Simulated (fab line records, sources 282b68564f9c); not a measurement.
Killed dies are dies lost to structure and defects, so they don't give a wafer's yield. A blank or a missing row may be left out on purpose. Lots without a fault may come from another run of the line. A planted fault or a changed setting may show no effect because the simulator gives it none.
Which tool did it? | flow rit_cmos | 14 lots, 42 wafers sampled, at 2 steps of a route of 202

WHAT THE GAUGES READ, wafer by wafer
The record holds no reading of a measuring or inspecting step that can be judged against a usual standard deviation.

WHICH TOOL RAN EACH LOT (tool, then ch and the chambers of the sampled wafers, then the start)
lot  | RIT_CONTACT_SOFTBAKE_04          | RIT_M1_PROBE_99
L927 | litho_track-04 ch 0, day 3 03:31 | -
L928 | litho_track-04 ch 0, day 3 07:40 | -
L929 | litho_track-01 ch 0, day 3 13:41 | -
L930 | litho_track-03 ch 0, day 3 20:17 | -
L931 | litho_track-04 ch 0, day 4 00:18 | -
L932 | litho_track-01 ch 0, day 4 04:46 | -
L933 | litho_track-04 ch 0, day 4 09:29 | -
L934 | litho_track-03 ch 0, day 4 16:37 | -
L935 | litho_track-01 ch 0, day 5 01:26 | prober-02, day 5 10:29
L941 | litho_track-03 ch 0, day 6 11:46 | -
L943 | litho_track-01 ch 0, day 6 16:22 | -
L942 | litho_track-03 ch 0, day 6 16:23 | -
L948 | litho_track-01 ch 0, day 7 14:47 | -
L949 | litho_track-04 ch 0, day 7 18:26 | -
- RIT_CONTACT_SOFTBAKE_04: time 60 s.
- RIT_M1_PROBE_99

WHAT THE TOOLS THEMSELVES READ (means of the sampled wafers that have a number; where no wafer has one, the mark that the record gives instead)
RIT_CONTACT_SOFTBAKE_04. Usual: heater_power_total_W 34.56 W, standard deviation 0.048; plate_temp_C 89.98 C, standard deviation 0.12.
lot  | tool           | heater_power_total_W (W) | plate_temp_C (C) | flag
L927 | litho_track-04 | 34.56                    | 89.90            |
L928 | litho_track-04 | 34.52                    | 89.93            |
L929 | litho_track-01 | 34.60                    | 90.07            |
L930 | litho_track-03 | 34.58                    | 89.85            |
L931 | litho_track-04 | 34.52                    | 90.05            |
L932 | litho_track-01 | 34.58                    | 89.88            |
L933 | litho_track-04 | 34.62                    | 90.06            |
L934 | litho_track-03 | 34.56                    | 89.99            |
L935 | litho_track-01 | 34.57                    | 90.07            |
L941 | litho_track-03 | 35.39                    | 91.51            | OFF
L943 | litho_track-01 | 34.51                    | 89.99            |
L942 | litho_track-03 | 35.43                    | 91.51            | OFF
L948 | litho_track-01 | 34.54                    | 90.06            |
L949 | litho_track-04 | 34.57                    | 89.98            |

RIT_M1_PROBE_99. Usual: killed_at_M0_to_M3 0.0, standard deviation 0.12; killed_at_contacts 0.1, standard deviation 0.23; killed_at_front_end 7, standard deviation 3; killed_dies 7, standard deviation 3.1; killed_open 3.3, standard deviation 2.1; killed_short 3.3, standard deviation 2.
lot  | tool      | killed_at_M0_to_M3 | killed_at_contacts | killed_at_front_end | killed_dies | killed_open | killed_short | flag
L935 | prober-02 | 0.0                | 0.0                | 6                   | 6           | 4.0         | 2.3          |

THE ANSWER, worked out from the rows above alone
Rule: a lot is off if the mean of its wafers that have a number lies more than 3 standard deviations from the usual mean. A lot without any number at a reading at which 4 lots or more have one is off too. The other lots that the step has rows for count as sound. The gauges are gone through in route order, then the tools' own readings, and for those a lot's mean is taken as printed above. The first step at which some lot is off is used, and at that step the reading that is off furthest; a lot without a number counts as furthest.
Off: L941, L942, at RIT_CONTACT_SOFTBAKE_04 (heater_power_total_W).
A tool fits if, at that step or a process step before it, it ran every lot that is off, and no sound lot after the first of them. One fits: litho_track-03 at RIT_CONTACT_SOFTBAKE_04. Its last sound lot is L934 (day 4 16:37), its first lot that is off L941 (day 6 11:46): a fault that began between those two fits.
The tool's own readings at RIT_CONTACT_SOFTBAKE_04 bear it out: on the lots that are off they differ by more than 5 times the standard deviation of the sound lots' means. heater_power_total_W reads 35.41 W there against 34.56 W on the sound lots; plate_temp_C reads 91.51 C there against 89.99 C on the sound lots.

WHAT THE SIMULATOR HAD PUT IN
Process parameter drift: litho_track-03, from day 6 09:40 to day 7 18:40, at RIT_CONTACT_SOFTBAKE_04. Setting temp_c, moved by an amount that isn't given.
Lots struck among those shown: L941, L942. The rule above found the same.
